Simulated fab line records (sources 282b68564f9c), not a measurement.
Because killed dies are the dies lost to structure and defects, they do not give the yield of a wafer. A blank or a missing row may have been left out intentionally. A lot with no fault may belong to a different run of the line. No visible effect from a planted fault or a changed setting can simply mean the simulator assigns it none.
Which tool is to blame? | flow rit cmos | 7 lots with 21 wafers sampled at 2 steps, on a route of 202 steps

== WHAT THE GAUGES READ, wafer by wafer ==
RIT_WELLDRIVE_RS_MEAS_01: measures by four-point-probe.
lot  | measured    | on            | NWELL_RS (ohm/sq)
L115 | day 2 08:50 | film metro-03 | 275.8 275.6 275.6
L120 | day 3 11:14 | film metro-01 | 275.5 275.3 275.4
L122 | day 3 21:30 | film metro-01 | 275.5 275.2 274.9
L128 | day 5 06:19 | film metro-01 | 274.8 275.4 274.3
L130 | day 5 14:50 | film metro-01 | 276.7 275.9 276.2
L132 | day 6 03:44 | film metro-04 | 276.4 275.8 276.6
L137 | day 7 09:10 | film metro-01 | 276.3 275.5 275.2

== WHICH TOOL RAN EACH LOT (tool, then ch and the chambers of the sampled wafers, then the start) ==
lot  | RIT_WELLDRIVE_ANNEAL_00
L115 | furnace-02 ch 0, day 2 03:44
L120 | furnace-01 ch 0, day 3 06:09
L122 | furnace-01 ch 0, day 3 16:24
L128 | furnace-01 ch 0, day 5 01:14
L130 | furnace-01 ch 0, day 5 09:45
L132 | furnace-04 ch 0, day 5 22:38
L137 | furnace-04 ch 0, day 7 04:05
- RIT_WELLDRIVE_ANNEAL_00: time 14700 s.

== THE ANSWER, worked out from the rows above alone ==
Rule: usual is defined by the lots themselves. Put in order of their means at a reading, lots are off if they are a third of the lots or fewer, leave a main group of 4 or more, and stand apart from it by a gap of 3 or more times the standard deviation of the main group's means; of several such gaps the widest counts. A main group is skipped when, at the precision printed for the reading in the tables above, its means are all equal. Also off: a lot with no number at a reading for which 4 or more lots have one. All remaining lots with rows at the step are treated as sound.
No lot is off at any reading shown: from this, nothing can be told.

== WHAT THE SIMULATOR HAD INSERTED ==
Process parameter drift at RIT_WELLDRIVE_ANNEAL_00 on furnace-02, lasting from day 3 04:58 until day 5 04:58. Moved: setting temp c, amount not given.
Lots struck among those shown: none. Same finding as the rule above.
